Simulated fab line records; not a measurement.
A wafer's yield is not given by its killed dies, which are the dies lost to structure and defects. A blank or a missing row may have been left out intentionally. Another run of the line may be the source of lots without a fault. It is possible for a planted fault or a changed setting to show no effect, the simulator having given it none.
Comparing a struck lot with a sound one	flow rit_cmos	20 out of 202 route steps
Sound: the wafers L489.1, L489.2, L489.4. The struck wafers were L497.2, L497.3, L497.4. The cause comes at the end.
Per side, at each step with rows, come the tool, then ch with its chambers, and then its first start. Under that, the readings that differ: sound wafers	struck wafers	difference of the means	sigmas: that difference in standard deviations of wafers without a fault.
alike: readings whose means differ by less than 2 such deviations, and words and numbers that are the same on both sides. not compared: withheld readings, readings that some wafer has no value for, bounds like >300 that may hide the same value, and numbers for which the record gives no deviation and whose values overlap.
Wherever a step has rows on one side only, a row that says differs or no value, or a row with sigmas, the two part there. Non-overlapping numbers with no deviation appear without sigmas and do not part them. A reading missing from all wafers of one side parts the sides only when that side holds two or more wafers.

first, 6 steps without rows for these wafers: RIT_NRETRO_HMDS_00 (prime time 60 s); RIT_NRETRO_COAT_01 (resist thk 1300 nm); RIT_NRETRO_SOFTBAKE_02 (time 60 s); RIT_NRETRO_EXPOSE_03 (exposes mask M4, target cd 43900 nm); RIT_NRETRO_PEB_04; RIT_NRETRO_DEVELOP_05 (develop time 68 s).
RIT_NRETRO_OVL_MEAS_06:
  sound: overlay-01 at day 2 20:48; struck: overlay-01 at day 4 03:35
  alike: NRETRO_OVL
then, 2 steps without rows for these wafers: RIT_NRETRO_HARDBAKE_07 (time 120 s); RIT_NRETRO_IMPLANT_08.
RIT_NRETRO_STRIP_09: strips in O2, time 180 s.
  sound on plasma_asher-04 ch 0,1, day 2 21:14; struck on plasma_asher-01 ch 0,1, day 4 04:01
  alike: drypump_motor_current_A
  not compared: rf_hours_counter_h
RIT_NRETRO_TW_MEAS_10:
  sound: film_metro-03 at day 2 21:25; struck: film_metro-04 at day 4 04:13
reading	sound	struck	difference	sigmas
NRETRO_TW	1056 1049 1056	1046 1044 1040	-10	-2
then, 1 step without rows for these wafers: RIT_PRETRO_HMDS_00 (prime time 60 s).
RIT_PRETRO_COAT_01: resist thk 1300 nm.
  sound on litho_track-02 ch 0, day 2 21:37; struck on litho_track-02, day 4 04:26
  no value came back on the struck wafers for chill_plate_temp_C (C), dispense_pressure_kPa (kPa); on the sound wafers chill_plate_temp_C (C) reads 22.81 22.77 22.72
then, 4 steps without rows for these wafers: RIT_PRETRO_SOFTBAKE_02 (time 60 s); RIT_PRETRO_EXPOSE_03 (exposes mask M5, target cd 43700 nm); RIT_PRETRO_PEB_04; RIT_PRETRO_DEVELOP_05 (develop time 68 s).
RIT_PRETRO_OVL_MEAS_06:
  sound: overlay-01 at day 2 22:46; struck: overlay-01 at day 4 05:09
reading	sound	struck	difference	sigmas
PRETRO_OVL (nm)	1.4 -0.8 1.2	- - -	no value on the struck wafers	
then, 1 step without rows for these wafers: RIT_PRETRO_HARDBAKE_07 (time 120 s).
RIT_M1_PROBE_99:
  sound: prober-01 at day 4 05:34; struck: prober-01 at day 5 09:57
reading	sound	struck	difference	sigmas
killed_at_front_end	12 6 6	264 264 264	+256	+91
killed_dies	12 6 6	264 264 264	+256	+91
killed_on_rim	2 2 2	70 70 70	+68	+52
  alike: killed_at_contacts, killed_open, killed_short

WHERE THEY PART
At RIT_NRETRO_TW_MEAS_10 first; at RIT_M1_PROBE_99 last (within this record only).

WHY: what had been put in by the simulator
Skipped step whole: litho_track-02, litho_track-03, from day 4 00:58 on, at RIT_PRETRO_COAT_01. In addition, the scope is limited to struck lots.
